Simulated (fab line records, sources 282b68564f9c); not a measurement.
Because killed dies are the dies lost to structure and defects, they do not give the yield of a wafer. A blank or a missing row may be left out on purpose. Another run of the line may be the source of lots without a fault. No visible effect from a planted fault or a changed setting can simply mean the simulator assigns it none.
fab line records	flow rit-cmos
record lots=6	wafers=18	last-day=7
route steps=202 shown PRETRO@72 GATE@75 FOX2@80 REOX@98 NLDD@103 SDANNEAL@155 M1@202
lots untouched by any fault: they come from a run of this same line in which no faults occurred
start-h: hours from the record's first day to the start of the lot's first wafer shown	wait-h: hours from the lot's prior step to this one	" repeats the value in the row above	L1.1+2: several wafers, shown together as one row	- either no value or no given start	* or withheld: withheld	< > ~ a bound
route shown NAME@n: a module of which the file shows steps, and the number in the route of the first	usual: mean/standard deviation of fault-free wafers	same: alike in all rows	chamber/n: place in a boat	sites: each site's reading	_std_site: standard deviation of those values	_edge_site: inner sites' mean taken away from outer sites' mean	radius-mm: for every site, how far away it sits from the centre of the wafer	mask NAME#n: copy n	behind: the last tool/chamber to shape the wafer	hold: cause of the lot's hold/its duration in hours/its outcome	device: the n, p or np transistor that did not switch	end of line: the tests these same wafers got at the end of their route	step lacking rows: just its recipe	killed: dies lost to structure and defects at the first sort, not the wafer's yield	map: dies across one wafer; x = killed, . = not, _ = none there
set.NAME: the setting as run; set.NAME@STEP: as run at that earlier step	model.NAME: the simulator's own value behind a step, which no gauge read
lots at selected steps of the route; one table per step, one row per wafer
services: the hour from which a tool's chamber was out of use, counted from the record's first day as start-h (under 0 if before that day), plus the number of hours and why
## steps
# step RIT_PRETRO_IMPLANT_08
# recipe species=B	energy-kev=45	dose-cm2=1.2e+13	tilt-deg=7
# step RIT_PRETRO_STRIP_09
# recipe chemistry=O2	time-s=180	resist=NOVOLAK	platen-temp-c=withheld	power-w=500	pressure-mtorr=4000	o2-flow-sccm=4000
# usual drypump-motor-current-A=5.6/0.35	rf-refl-power-W=6.2/0.56
lot.wafer	tool	chamber	start-h	wait-h	drypump-motor-current-A	rf-hours-counter-h	rf-refl-power-W
L555.1	plasma-asher-01	0	46.52	0.1	5.5	41	7.2
L555.4	"	1	"	"	6.2	-	7.0
L555.6	"	0	"	"	5.5	-	7.0
L558.1	plasma-asher-04	1	61.37	0.1	5.3	26	5.4
L558.3	"	0	"	"	5.5	-	6.2
L558.5	"	1	"	"	5.2	-	5.7
L560.1	plasma-asher-02	0	71.02	0.1	6.1	41	5.9
L560.3	"	1	"	"	5.5	-	5.6
L560.4	"	0	"	"	6.1	-	5.9
L561.2	plasma-asher-04	1	77.94	0.1	5.3	28	5.7
L561.3	"	1	"	"	5.3	-	5.6
L561.6	"	0	"	"	5.5	-	5.7
L562.2	plasma-asher-01	1	81.18	0.1	6.2	45	6.6
L562.4	"	1	"	"	6.2	-	6.7
L562.6	"	0	"	"	5.6	-	6.9
L574.2	plasma-asher-04	0	141.65	0.1	5.5	35	5.9
L574.4	"	0	"	"	5.5	-	5.8
L574.6	"	0	"	"	5.5	-	6.1
# step RIT_PRETRO_TW_MEAS_10
# usual PRETRO_TW=474.6/3
lot.wafer	tool	chamber	start-h	wait-h	PRETRO_TW
L555.1	film-metro-01	-	46.69	0.1	480.7
L555.4	"	-	"	"	478.9
L555.6	"	-	"	"	481.1
L558.1	film-metro-01	-	61.55	0.1	478.2
L558.3	"	-	"	"	478.8
L558.5	"	-	"	"	480.4
L560.1	film-metro-02	-	71.20	0.1	471.4
L560.3	"	-	"	"	472.0
L560.4	"	-	"	"	473.3
L561.2	film-metro-04	-	78.13	0.1	474.8
L561.3	"	-	"	"	475.0
L561.6	"	-	"	"	474.4
L562.2	film-metro-04	-	81.37	0.1	474.9
L562.4	"	-	"	"	474.7
L562.6	"	-	"	"	473.5
L574.2	film-metro-02	-	141.84	0.1	473.8
L574.4	"	-	"	"	471.9
L574.6	"	-	"	"	475.4
# step RIT_GATE_WET_ETCH_00
# recipe chemistry=BOE	target=SiO2	target-depth-nm=56	time-s=60	dry=n2-spin	dilution=10:1	temp-c=21.5
# step RIT_GATE_CLEAN_01
# recipe chemistry=SC1	mix=3:3:50	time-s=600	temp-c=75
# step RIT_GATE_CLEAN_02
# recipe chemistry=dHF	dilution=50:1	time-s=30
# step RIT_GATE_CLEAN_03
# recipe chemistry=SC2	mix=3:3:50	time-s=600	temp-c=75	dry=n2-spin
# step RIT_GATE_CLEAN_04
# recipe chemistry=dHF	dilution=50:1	time-s=60	dry=n2-spin
# step RIT_FOX2_THK_MEAS_91
# recipe reads=SiO2_of_FOX2_OXIDATION_00
# usual FIELD_OXIDE_LEFT_2_THK=254/6.2
lot.wafer	tool	chamber	start-h	wait-h	FIELD_OXIDE_LEFT_2_THK[nm]
L555.1	film-metro-02	-	47.21	0.0	263
L555.4	"	-	"	"	259
L555.6	"	-	"	"	263
L558.1	film-metro-02	-	62.08	0.0	259
L558.3	"	-	"	"	256
L558.5	"	-	"	"	249
L560.1	film-metro-03	-	71.72	0.0	257
L560.3	"	-	"	"	256
L560.4	"	-	"	"	257
L561.2	film-metro-01	-	78.61	0.0	246
L561.3	"	-	"	"	244
L561.6	"	-	"	"	243
L562.2	film-metro-02	-	81.88	0.0	254
L562.4	"	-	"	"	262
L562.6	"	-	"	"	255
L574.2	film-metro-02	-	142.33	0.0	248
L574.4	"	-	"	"	254
L574.6	"	-	"	"	250
# step RIT_GATE_OXIDATION_05
# recipe temp-c=900	ambient=O2	target-thk-a=30	ox-time-s=270
# step RIT_GATE_ANNEAL_06
# recipe temp-c=900	time-s=600	ambient=N2O
# step RIT_GATE_THK_MEAS_07
# recipe reads=SiO2_of_GATE_OXIDATION_05
# usual GATE_OXIDE_THK=3.01/0.056
lot.wafer	tool	chamber	start-h	wait-h	GATE_OXIDE_THK[nm]
L555.1	film-metro-03	-	48.60	0.0	2.99
L555.4	"	-	"	"	2.90
L555.6	"	-	"	"	3.00
L558.1	film-metro-02	-	64.25	0.0	3.01
L558.3	"	-	"	"	3.06
L558.5	"	-	"	"	3.03
L560.1	film-metro-03	-	74.88	0.0	2.96
L560.3	"	-	"	"	3.02
L560.4	"	-	"	"	3.05
L561.2	film-metro-02	-	80.00	0.0	3.04
L561.3	"	-	"	"	3.03
L561.6	"	-	"	"	3.07
L562.2	film-metro-03	-	83.31	0.0	2.94
L562.4	"	-	"	"	3.02
L562.6	"	-	"	"	3.02
L574.2	film-metro-02	-	143.72	0.0	3.02
L574.4	"	-	"	"	2.98
L574.6	"	-	"	"	3.00
# step RIT_GATE_CVD_08
# recipe material=poly-Si	target-thk-nm=250	temp-c=610	precursor=SiH4	time-s=2220	pressure-mtorr=300	sih4-flow-sccm=100
# usual spike-tc-centre-C=612.0/1.1	spike-tc-load-C=630/3.6	spike-tc-source-C=631.4/2.1	susceptor-temp-C=610.04/0.29	zone-power-centre-pct=26.9/1.7	zone-power-load-pct=11.6/0.6
lot.wafer	tool	chamber	start-h	wait-h	spike-tc-centre-C	spike-tc-load-C	spike-tc-source-C	susceptor-temp-C	zone-power-centre-pct	zone-power-load-pct	model.poly-Si_of_GATE_CVD_08.thk-nm
L555.1	lpcvd-01	1	48.66	0.1	611.6	631	631.5	610.23	28.0	12.4	247.7
L555.4	"	1	"	"	613.9	631	629.9	610.31	27.6	12.2	249.9
L555.6	"	1	"	"	612.5	632	630.4	610.00	28.3	12.3	248.7
L558.1	lpcvd-02	0	64.31	0.1	611.4	631	633.1	610.19	23.6	11.2	253.9
L558.3	"	0	"	"	612.4	630	637.3	609.54	23.3	11.3	253.3
L558.5	"	0	"	"	611.8	630	636.2	610.06	23.6	11.4	252.3
L560.1	lpcvd-01	1	74.94	0.1	612.9	631	633.6	610.07	27.9	12.4	251.8
L560.3	"	1	"	"	612.6	632	632.6	610.11	27.7	12.4	253.8
L560.4	"	1	"	"	613.1	633	630.6	609.93	27.7	12.4	253.3
L561.2	lpcvd-02	1	80.05	0.0	566.7	586	582.8	564.46	25.6	10.0	80.4
L561.3	"	1	"	"	564.8	586	584.2	564.54	25.7	9.8	80.61
L561.6	"	1	"	"	565.7	586	583.9	564.85	25.3	9.9	80.63
L562.2	lpcvd-02	1	83.36	0.0	567.2	587	584.4	564.10	25.7	10.0	79.55
L562.4	"	1	"	"	566.5	587	583.0	564.53	25.5	10.1	81.77
L562.6	"	1	"	"	566.6	588	585.3	564.70	25.7	9.8	82.56
L574.2	lpcvd-01	0	143.77	0.0	611.2	620	631.8	609.71	26.0	10.6	250.6
L574.4	"	0	"	"	612.1	621	632.7	609.77	25.9	10.7	250.5
L574.6	"	0	"	"	612.6	622	632.5	609.77	25.9	10.7	251.2
# step RIT_GATE_THK_MEAS_09
# recipe reads=poly-Si_of_GATE_CVD_08
# usual GATE_POLY_THK=250.9/2.1
lot.wafer	tool	chamber	start-h	wait-h	GATE_POLY_THK[nm]
L555.1	film-metro-03	-	50.27	0.0	247.5
L555.4	"	-	"	"	249.7
L555.6	"	-	"	"	248.6
L558.1	film-metro-03	-	65.93	0.0	254.0
L558.3	"	-	"	"	253.3
L558.5	"	-	"	"	252.3
L560.1	film-metro-03	-	76.55	0.0	252.1
L560.3	"	-	"	"	253.9
L560.4	"	-	"	"	253.3
L561.2	film-metro-03	-	81.68	0.0	80.4
L561.3	"	-	"	"	80.6
L561.6	"	-	"	"	80.7
L562.2	film-metro-02	-	84.99	0.0	79.5
L562.4	"	-	"	"	81.8
L562.6	"	-	"	"	82.5
L574.2	film-metro-02	-	145.39	0.0	250.4
L574.4	"	-	"	"	250.4
L574.6	"	-	"	"	251.3
# step RIT_GATE_HMDS_10
# recipe prime-time-s=60	prime-temp-c=140
# step RIT_GATE_COAT_11
# recipe resist=NOVOLAK	spin-rpm=4250	resist-thk-nm=850
# step RIT_GATE_SOFTBAKE_12
# recipe resist=NOVOLAK	temp-c=90	time-s=60
# step RIT_GATE_EXPOSE_13
# recipe mask-id=M6	na=0.6	source-shape=conventional	sigma-outer=0.6	target-cd-nm=150	dose-mj=380
# step RIT_GATE_PEB_14
# recipe resist=NOVOLAK	temp-c=withheld	time-s=withheld
# step RIT_GATE_DEVELOP_15
# recipe resist=NOVOLAK	develop-time-s=50	dev-temp-c=23
# step RIT_GATE_CD_MEAS_16
# recipe target-cd-nm=150
# usual cd-nm=150.6/2.6
lot.wafer	tool	chamber	start-h	wait-h	cd-nm
L555.1	cd-sem-01	-	51.18	-	154.3
L555.4	"	-	"	"	151.1
L555.6	"	-	"	"	152.0
L558.1	cd-sem-02	-	66.89	-	146.5
L558.3	"	-	"	"	146.3
L558.5	"	-	"	"	147.7
L560.1	cd-sem-01	-	77.51	-	148.8
L560.3	"	-	"	"	150.7
L560.4	"	-	"	"	148.1
L561.2	cd-sem-01	-	82.76	-	150.3
L561.3	"	-	"	"	152.6
L561.6	"	-	"	"	151.5
L562.2	cd-sem-01	-	87.69	-	152.1
L562.4	"	-	"	"	154.0
L562.6	"	-	"	"	149.0
L574.2	cd-sem-02	-	146.31	-	146.2
L574.4	"	-	"	"	146.2
L574.6	"	-	"	"	145.1
# step RIT_GATE_OVL_MEAS_17
# usual GATE_OVL=-1.9/1.5
lot.wafer	tool	chamber	start-h	wait-h	GATE_OVL[nm]
L555.1	overlay-02	-	51.30	0.1	-0.9
L555.4	"	-	"	"	-1.6
L555.6	"	-	"	"	-0.8
L558.1	overlay-01	-	67.01	0.1	-4.5
L558.3	"	-	"	"	-0.8
L558.5	"	-	"	"	-3.5
L560.1	overlay-01	-	77.63	0.1	-2.5
L560.3	"	-	"	"	-3.5
L560.4	"	-	"	"	-1.2
L561.2	overlay-01	-	82.87	0.1	-1.0
L561.3	"	-	"	"	-1.9
L561.6	"	-	"	"	1.3
L562.2	overlay-01	-	87.80	0.1	0.0
L562.4	"	-	"	"	-0.8
L562.6	"	-	"	"	0.1
L574.2	overlay-01	-	146.42	0.1	-1.2
L574.4	"	-	"	"	0.4
L574.6	"	-	"	"	-0.2
# step RIT_GATE_HARDBAKE_18
# recipe resist=NOVOLAK	temp-c=140	time-s=60
# step RIT_GATE_ETCH_19
# recipe chemistry=SF6/CHF3/O2	time-s=165	SF6_flow_sccm=30	CHF3_flow_sccm=30	O2_flow_sccm=5	target=poly-Si	pressure-mtorr=40	rf-w=160	target-depth-a=3125	over-etch-frac=0.25	stop-on=SiO2
# usual CHF3_flow_sccm=29.99/0.088	drypump-motor-current-A=5.6/0.55	oes-product-au=0.852/0.0098	throttle-valve-pct=10.22/0.16
lot.wafer	tool	chamber	start-h	wait-h	CHF3_flow_sccm	drypump-motor-current-A	oes-product-au	rf-hours-counter-h	throttle-valve-pct	model.GATE.feature-depth-nm	model.etch.depth-nm
L555.1	rie-si-02	0	51.49	0.1	29.93	6.0	0.853	107	10.15	247.7	247.7
L555.4	"	1	"	"	30.06	4.8	0.846	74	10.26	249.9	249.9
L555.6	"	1	"	"	30.01	4.8	0.841	-	10.26	248.7	248.7
L558.1	rie-si-01	3	67.20	0.1	30.04	6.4	0.866	5	10.05	253.9	253.9
L558.3	"	1	"	"	29.96	5.8	0.855	110	10.58	253.3	253.3
L558.5	"	3	"	"	30.02	6.3	0.845	-	10.04	252.3	252.3
L560.1	rie-si-01	0	77.82	0.1	30.05	6.0	0.860	53	10.33	251.8	251.8
L560.3	"	1	"	"	29.87	5.8	0.855	111	10.60	253.8	253.8
L560.4	"	1	"	"	29.98	5.8	0.847	-	10.59	253.3	253.3
L561.2	rie-si-02	3	83.05	0.1	30.12	5.1	0.452	152	10.12	80.4	80.4
L561.3	"	1	"	"	30.00	4.8	0.447	75	10.27	80.61	80.61
L561.6	"	1	"	"	29.99	4.8	0.441	-	10.26	80.63	80.63
L562.2	rie-si-01	3	87.98	0.1	30.07	6.3	0.448	5	10.03	79.55	79.55
L562.4	"	0	"	"	30.03	6.0	0.454	-	10.34	81.77	81.77
L562.6	"	1	"	"	29.95	5.8	0.446	-	10.59	82.56	82.56
L574.2	rie-si-01	2	146.60	0.1	30.04	5.5	0.834	0	10.09	250.6	250.6
L574.4	"	0	"	"	30.15	6.0	0.870	54	10.32	250.5	250.5
L574.6	"	0	"	"	30.13	6.0	0.866	-	10.33	251.2	251.2
# step RIT_GATE_STRIP_20
# recipe chemistry=O2	time-s=180	resist=NOVOLAK	platen-temp-c=withheld	power-w=500	pressure-mtorr=4000	o2-flow-sccm=4000
# usual drypump-motor-current-A=5.6/0.39	rf-refl-power-W=6.2/0.46
lot.wafer	tool	chamber	start-h	wait-h	drypump-motor-current-A	rf-hours-counter-h	rf-refl-power-W
L555.1	plasma-asher-01	1	51.60	0.1	6.2	41	6.9
L555.4	"	0	"	"	5.5	-	7.1
L555.6	"	0	"	"	5.5	-	7.0
L558.1	plasma-asher-02	1	67.31	0.1	5.5	41	5.9
L558.3	"	1	"	"	5.5	-	5.8
L558.5	"	0	"	"	6.1	-	5.7
L560.1	plasma-asher-02	0	77.92	0.1	6.1	42	5.6
L560.3	"	0	"	"	6.1	-	5.7
L560.4	"	1	"	"	5.5	-	6.0
L561.2	plasma-asher-03	1	83.16	0.1	5.1	46	6.5
L561.3	"	1	"	"	5.1	-	6.6
L561.6	"	1	"	"	5.1	-	6.5
L562.2	plasma-asher-03	1	88.09	0.1	5.1	46	6.5
L562.4	"	0	"	"	5.4	-	6.4
L562.6	"	0	"	"	5.4	-	6.5
L574.2	plasma-asher-02	0	146.71	0.1	6.1	50	5.6
L574.4	"	1	"	"	5.4	-	5.6
L574.6	"	1	"	"	5.5	-	5.4
# step RIT_GATE_CD_MEAS_90
# recipe target-cd-nm=150
# usual cd-nm=150.6/2.6
lot.wafer	tool	chamber	start-h	wait-h	cd-nm
L555.1	cd-sem-01	-	51.77	0.1	154.0
L555.4	"	-	"	"	151.3
L555.6	"	-	"	"	152.0
L558.1	cd-sem-01	-	67.48	0.1	146.6
L558.3	"	-	"	"	146.4
L558.5	"	-	"	"	147.9
L560.1	cd-sem-01	-	78.10	0.1	148.8
L560.3	"	-	"	"	150.1
L560.4	"	-	"	"	148.3
L561.2	cd-sem-02	-	83.35	0.1	150.5
L561.3	"	-	"	"	152.9
L561.6	"	-	"	"	151.6
L562.2	cd-sem-02	-	88.28	0.1	151.5
L562.4	"	-	"	"	153.3
L562.6	"	-	"	"	148.9
L574.2	cd-sem-01	-	146.90	0.1	146.4
L574.4	"	-	"	"	146.5
L574.6	"	-	"	"	145.1
# step RIT_REOX_CLEAN_00
# recipe chemistry=SC1	mix=3:3:50	time-s=600	temp-c=75
# step RIT_REOX_CLEAN_01
# recipe chemistry=dHF	dilution=50:1	time-s=30
# step RIT_REOX_CLEAN_02
# recipe chemistry=SC2	mix=3:3:50	time-s=600	temp-c=75	dry=n2-spin
# step RIT_REOX_OXIDATION_03
# recipe temp-c=900	ambient=O2	target-thk-a=252	ox-time-s=5580
# step RIT_REOX_THK_MEAS_04
# recipe reads=SiO2_of_REOX_OXIDATION_03
# usual REOX_OXIDE_THK=25.0/0.51
lot.wafer	tool	chamber	start-h	wait-h	REOX_OXIDE_THK[nm]
L555.1	film-metro-02	-	55.02	0.0	25.1
L555.4	"	-	"	"	25.2
L555.6	"	-	"	"	25.3
L558.1	film-metro-02	-	70.57	0.0	24.6
L558.3	"	-	"	"	25.3
L558.5	"	-	"	"	24.7
L560.1	film-metro-03	-	81.15	0.0	25.4
L560.3	"	-	"	"	25.0
L560.4	"	-	"	"	25.7
L561.2	film-metro-02	-	86.41	0.0	24.6
L561.3	"	-	"	"	25.1
L561.6	"	-	"	"	24.5
L562.2	film-metro-04	-	91.70	0.0	24.8
L562.4	"	-	"	"	25.3
L562.6	"	-	"	"	25.4
L574.2	film-metro-04	-	149.93	0.0	24.8
L574.4	"	-	"	"	24.7
L574.6	"	-	"	"	24.9
# step RIT_NLDD_HMDS_00
# recipe prime-time-s=60	prime-temp-c=140
# step RIT_NLDD_COAT_01
# recipe resist=NOVOLAK	spin-rpm=3250	resist-thk-nm=1000
# step RIT_NLDD_SOFTBAKE_02
# recipe resist=NOVOLAK	temp-c=90	time-s=60
# step RIT_NLDD_EXPOSE_03
# recipe mask-id=M7	na=0.57	target-cd-nm=40700	dose-mj=250
# step RIT_NLDD_PEB_04
# recipe resist=NOVOLAK	temp-c=withheld	time-s=withheld
# step RIT_NLDD_DEVELOP_05
# recipe resist=NOVOLAK	develop-time-s=50	dev-temp-c=23
# step RIT_NLDD_OVL_MEAS_06
# usual NLDD_OVL=0.2/1.5
lot.wafer	tool	chamber	start-h	wait-h	NLDD_OVL[nm]
L555.1	overlay-01	-	55.93	-	0.4
L555.4	"	-	"	"	-0.4
L555.6	"	-	"	"	-1.7
L558.1	overlay-01	-	71.60	-	1.8
L558.3	"	-	"	"	1.3
L558.5	"	-	"	"	-0.5
L560.1	overlay-02	-	82.26	-	-0.1
L560.3	"	-	"	"	0.7
L560.4	"	-	"	"	0.5
L561.2	overlay-01	-	87.32	-	3.0
L561.3	"	-	"	"	3.5
L561.6	"	-	"	"	0.9
L562.2	overlay-01	-	92.73	-	0.9
L562.4	"	-	"	"	0.5
L562.6	"	-	"	"	0.1
L574.2	overlay-02	-	150.96	-	1.1
L574.4	"	-	"	"	2.2
L574.6	"	-	"	"	1.7
# step RIT_NLDD_HARDBAKE_07
# recipe resist=NOVOLAK	temp-c=140	time-s=60
# step RIT_NLDD_IMPLANT_08
# recipe species=P	energy-kev=20	dose-cm2=5e+14	tilt-deg=7
# step RIT_NLDD_STRIP_09
# recipe chemistry=O2	time-s=180	resist=NOVOLAK	platen-temp-c=withheld	power-w=500	pressure-mtorr=4000	o2-flow-sccm=4000
# usual drypump-motor-current-A=5.5/0.35	rf-refl-power-W=6.3/0.52
lot.wafer	tool	chamber	start-h	wait-h	drypump-motor-current-A	rf-hours-counter-h	rf-refl-power-W
L555.1	plasma-asher-04	1	56.26	0.1	5.3	25	5.5
L555.4	"	1	"	"	5.2	-	5.6
L555.6	"	1	"	"	5.2	-	5.6
L558.1	plasma-asher-04	0	71.94	0.1	5.5	27	6.0
L558.3	"	0	"	"	5.5	-	6.1
L558.5	"	1	"	"	5.2	-	5.7
L560.1	plasma-asher-01	0	82.60	0.1	5.5	45	7.0
L560.3	"	0	"	"	5.5	-	7.1
L560.4	"	1	"	"	6.3	-	6.8
L561.2	plasma-asher-01	0	87.65	0.1	5.5	45	6.8
L561.3	"	0	"	"	5.5	-	7.2
L561.6	"	0	"	"	5.5	-	7.0
L562.2	plasma-asher-04	0	93.06	0.1	5.5	29	6.0
L562.4	"	1	"	"	5.2	-	5.6
L562.6	"	1	"	"	5.2	-	5.5
L574.2	plasma-asher-01	1	151.29	0.1	6.2	4	6.4
L574.4	"	0	"	"	5.5	-	7.2
L574.6	"	1	"	"	6.2	-	6.5
# step RIT_NLDD_TW_MEAS_10
# usual NLDD_TW=2487/14
lot.wafer	tool	chamber	start-h	wait-h	NLDD_TW
L555.1	film-metro-04	-	56.44	0.1	2497
L555.4	"	-	"	"	2508
L555.6	"	-	"	"	2516
L558.1	film-metro-04	-	72.12	0.1	2480
L558.3	"	-	"	"	2481
L558.5	"	-	"	"	2484
L560.1	film-metro-04	-	82.77	0.1	2479
L560.3	"	-	"	"	2499
L560.4	"	-	"	"	2498
L561.2	film-metro-03	-	87.83	0.1	2480
L561.3	"	-	"	"	2457
L561.6	"	-	"	"	2457
L562.2	film-metro-04	-	93.24	0.1	2510
L562.4	"	-	"	"	2483
L562.6	"	-	"	"	2510
L574.2	film-metro-01	-	151.48	0.1	2488
L574.4	"	-	"	"	2478
L574.6	"	-	"	"	2492
# step RIT_SDANNEAL_CLEAN_02
# recipe chemistry=SC2	mix=3:3:50	time-s=600	temp-c=75	dry=n2-spin
lot.wafer	tool	chamber	start-h	wait-h	model.poly-Si_of_GATE_CVD_08.thk-nm
L555.1	wet-bench-01	1	63.71	0.0	161.3
L555.4	"	1	"	"	162.6
L555.6	"	1	"	"	163
L558.1	wet-bench-01	0	79.45	0.0	170.3
L558.3	"	0	"	"	166.1
L558.5	"	0	"	"	165.8
L560.1	wet-bench-01	2	89.81	0.0	168
L560.3	"	2	"	"	170.5
L560.4	"	2	"	"	166.6
L561.2	wet-bench-01	2	95.09	0.0	21.78
L561.3+6	"	2	"	"	21.87
L562.2	wet-bench-04	0	100.65	0.0	21.5
L562.4	"	0	"	"	22.23
L562.6	"	0	"	"	22.51
L574.2	wet-bench-01	0	159.21	0.0	164.4
L574.4	"	0	"	"	163.4
L574.6	"	0	"	"	163.7
# step RIT_M1_PROBE_99
# usual killed-at-contacts=0.1/0.31	killed-at-front-end=7/3.1	killed-dies=7/3.1	killed-open=3.3/1.9	killed-short=3.3/2
# same gross-dies=264	killed_at_M0_to_M3=0	killed_at_M4_up=0	killed-at-back-side=0	killed-at-other=0
lot.wafer	tool	chamber	start-h	wait-h	killed-at-contacts	killed-at-front-end	killed-dies	killed-open	killed-short	model.etest.pldd.rs-ohm-sq	model.etest.nldd.rs-ohm-sq	model.etest.nldd.width-nm	model.etest.pldd.width-nm	model.etest.pldd.line-ohm-um	model.etest.nldd.line-ohm-um	model.etest.pwell-pinched.rs-ohm-sq	model.etest.nwell-pinched.rs-ohm-sq
L555.1	prober-01	-	71.26	0.1	0	5	5	0	5	497.9	379.3	3166	3166	156.7	120	450.4	339
L555.4	prober-01	-	71.41	0.2	0	17	17	9	8	505.7	382.8	3162	3166	160.4	120.3	463.5	341
L555.6	prober-01	-	71.51	0.2	0	14	14	6	8	511.5	384.1	3158	3148	162.2	120.6	447.1	334.1
L558.1	prober-01	-	88.02	0.1	0	6	6	4	2	486.6	351.3	3156	3148	154.7	110.3	447.6	324.8
L558.3	prober-01	-	88.12	0.2	0	3	3	2	1	521	363.6	3178	3172	163.6	114.3	460.9	339
L558.5	prober-01	-	88.22	0.2	0	9	9	3	6	491.5	352.8	3170	3172	154.8	111.2	456.2	332.8
L560.1	prober-01	-	97.53	0.1	0	1	1	1	0	507.6	391.7	3198	3180	160.8	125.3	447.3	328.9
L560.3	prober-01	-	97.63	0.2	0	11	11	6	5	487.9	383.8	3176	3172	151	121.6	448.7	326.9
L560.4	prober-01	-	97.68	0.2	0	2	2	1	1	526.1	397.1	3194	3175	165.8	124.9	460.8	339.4
L561.2	prober-01	-	103.44	0.1	0	8	8	6	2	4.302	4.293	3307	3310	1.285	1.274	527.2	383.1
L561.3	prober-01	-	103.49	0.2	0	4	4	2	2	-	-	-	-	-	-	-	-
L561.6	prober-01	-	103.64	0.2	0	3	3	1	2	128.4	108.4	3346	3336	38.46	32.52	537.5	392.6
L562.2	prober-01	-	108.65	0.1	0	6	6	4	2	-	-	-	-	-	-	-	-
L562.4	prober-01	-	108.75	0.2	0	4	4	3	1	-	-	-	-	-	-	-	-
L562.6	prober-01	-	108.85	0.2	0	4	4	2	2	128.7	104	3347	3332	38.26	31.27	513.8	384.7
L574.2	prober-01	-	166.91	0.1	0	6	6	5	1	482.4	377.3	3181	3182	151.9	119.9	454.4	342.5
L574.4	prober-01	-	167.01	0.2	1	3	4	3	1	479.2	376	3186	3191	150.1	117.1	458.1	344
L574.6	prober-01	-	167.11	0.2	0	7	7	3	4	486.9	378.2	3201	3184	152.6	117.2	455.7	345.6
# killed by level:class
L555.1 FOX2:geometric-particle:short=2 GATE:geometric-particle:short=2 SILICIDE:geometric-particle:short=1
L555.4 GATE:geometric-particle:open=6 GATE:geometric-particle:short=3 FOX2:geometric-particle:short=2 SPACER:geometric-particle:short=2 FOX1:geometric-particle:short=1 FOX1:geometric-particle:open=1 FOX2:geometric-particle:open=1 SPACER:geometric-particle:open=1
L555.6 SILICIDE:geometric-particle:open=3 FOX2:geometric-particle:short=2 FOX2:geometric-particle:open=2 REOX:geometric-particle:short=2 SPACER:geometric-particle:short=2 FOX1:geometric-particle:short=1 FOX1:geometric-particle:open=1 SILICIDE:geometric-particle:short=1
L558.1 GATE:geometric-particle:open=4 FOX1:geometric-particle:short=1 SPACER:geometric-particle:short=1
L558.3 FOX2:geometric-particle:short=1 FOX2:geometric-particle:open=1 SILICIDE:geometric-particle:open=1
L558.5 FOX1:geometric-particle:short=2 GATE:geometric-particle:short=2 FOX2:geometric-particle:open=1 GATE:geometric-particle:open=1 REOX:geometric-particle:short=1 SPACER:geometric-particle:short=1 SPACER:geometric-particle:open=1
L560.1 FOX1:geometric-particle:open=1
L560.3 REOX:geometric-particle:open=3 SILICIDE:geometric-particle:short=3 GATE:geometric-particle:open=2 FOX2:geometric-particle:open=1 GATE:geometric-particle:short=1 REOX:geometric-particle:short=1
L560.4 GATE:geometric-particle:open=1 REOX:geometric-particle:short=1
L561.2 GATE:geometric-particle:open=3 FOX1:geometric-particle:short=1 FOX1:geometric-particle:open=1 REOX:geometric-particle:open=1 SPACER:geometric-particle:open=1 SILICIDE:geometric-particle:short=1
L561.3 GATE:geometric-particle:short=2 FOX1:geometric-particle:open=1 FOX2:geometric-particle:open=1
L561.6 SPACER:geometric-particle:short=2 REOX:geometric-particle:open=1
L562.2 REOX:geometric-particle:open=3 GATE:geometric-particle:short=1 REOX:geometric-particle:short=1 SILICIDE:geometric-particle:open=1
L562.4 FOX1:geometric-particle:open=2 FOX1:geometric-particle:short=1 REOX:geometric-particle:open=1
L562.6 FOX1:geometric-particle:open=1 GATE:geometric-particle:open=1 GATE:geometric-particle:short=1 REOX:geometric-particle:short=1
L574.2 FOX1:geometric-particle:open=3 SILICIDE:geometric-particle:open=2 SPACER:geometric-particle:short=1
L574.4 FOX1:geometric-particle:open=1 REOX:geometric-particle:short=1 REOX:geometric-particle:open=1 CONTACT:geometric-particle:open=1
L574.6 FOX2:geometric-particle:short=3 SILICIDE:geometric-particle:open=2 GATE:geometric-particle:open=1 SILICIDE:geometric-particle:short=1
## services
tool	chamber	start-h	hours	kind
plasma-asher-04	-	30.02	10.5	repair
rie-si-02	-	35.02	5.7	repair
plasma-asher-01	-	48.14	0.6	repair
rie-si-01	0	69.67	1.0	repair
rie-si-01	2	72.97	-	clean
rie-si-01	2	72.97	15.1	scheduled-down
rie-si-01	2	72.97	15.1	vent-cycle
rie-si-02	-	97.23	3.2	repair
rie-si-02	3	100.44	-	clean
rie-si-02	3	100.44	14.8	scheduled-down
rie-si-02	3	100.44	14.8	vent-cycle
plasma-asher-01	-	108.75	9.0	pm
plasma-asher-01	0	108.75	9.0	vent-cycle
plasma-asher-01	1	108.75	9.0	vent-cycle
plasma-asher-01	-	111.80	4.2	repair
rie-si-01	1	115.55	1.1	repair
plasma-asher-01	0	117.75	-	clean
plasma-asher-01	1	117.75	-	clean
rie-si-02	2	136.99	3.4	repair
## key
first-sign step=RIT_GATE_CVD_08	reading=susceptor-temp-C	direction=down	sigmas=99+	usual=*	struck=*
effect step=RIT_GATE_CVD_08	reading=spike-tc-centre-C	direction=down	sigmas=42	usual=612.0	struck=566.3
effect step=RIT_GATE_THK_MEAS_09	reading=GATE_POLY_THK	direction=down	sigmas=83	usual=250.9	struck=80.9
effect step=RIT_GATE_ETCH_19	reading=oes-product-au	direction=down	sigmas=41	usual=0.852	struck=0.448
model-effect step=RIT_GATE_CVD_08	value=poly-Si_of_GATE_CVD_08.thk-nm	without=251	struck=80.92
model-effect step=RIT_GATE_ETCH_19	value=GATE.feature-depth-nm	without=251	struck=80.92
model-effect step=RIT_SDANNEAL_CLEAN_02	value=poly-Si_of_GATE_CVD_08.thk-nm	without=165.2	struck=21.96
model-effect step=RIT_M1_PROBE_99	value=etest.pldd.rs-ohm-sq	without=493	struck=87.13
met-at RIT_GATE_CVD_08
struck-wafers L561.2,L561.3,L561.6,L562.2,L562.4,L562.6
tester-left-out L561,L562
fault kind=process-parameter-drift	tool=lpcvd-02	chamber=1	onset-h=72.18	steps=RIT_GATE_CVD_08	channel=temp-c	offset=*	shape=step	end-h=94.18	acts-in=*	stated=*
# tester-left-out: of these lots the tester's yield and bins aren't shown, on N5 and GAA mostly nor the transistor test; their killed dies are dies lost to structure and defects alone, not to doping, threshold or leakage, so they don't give the yield
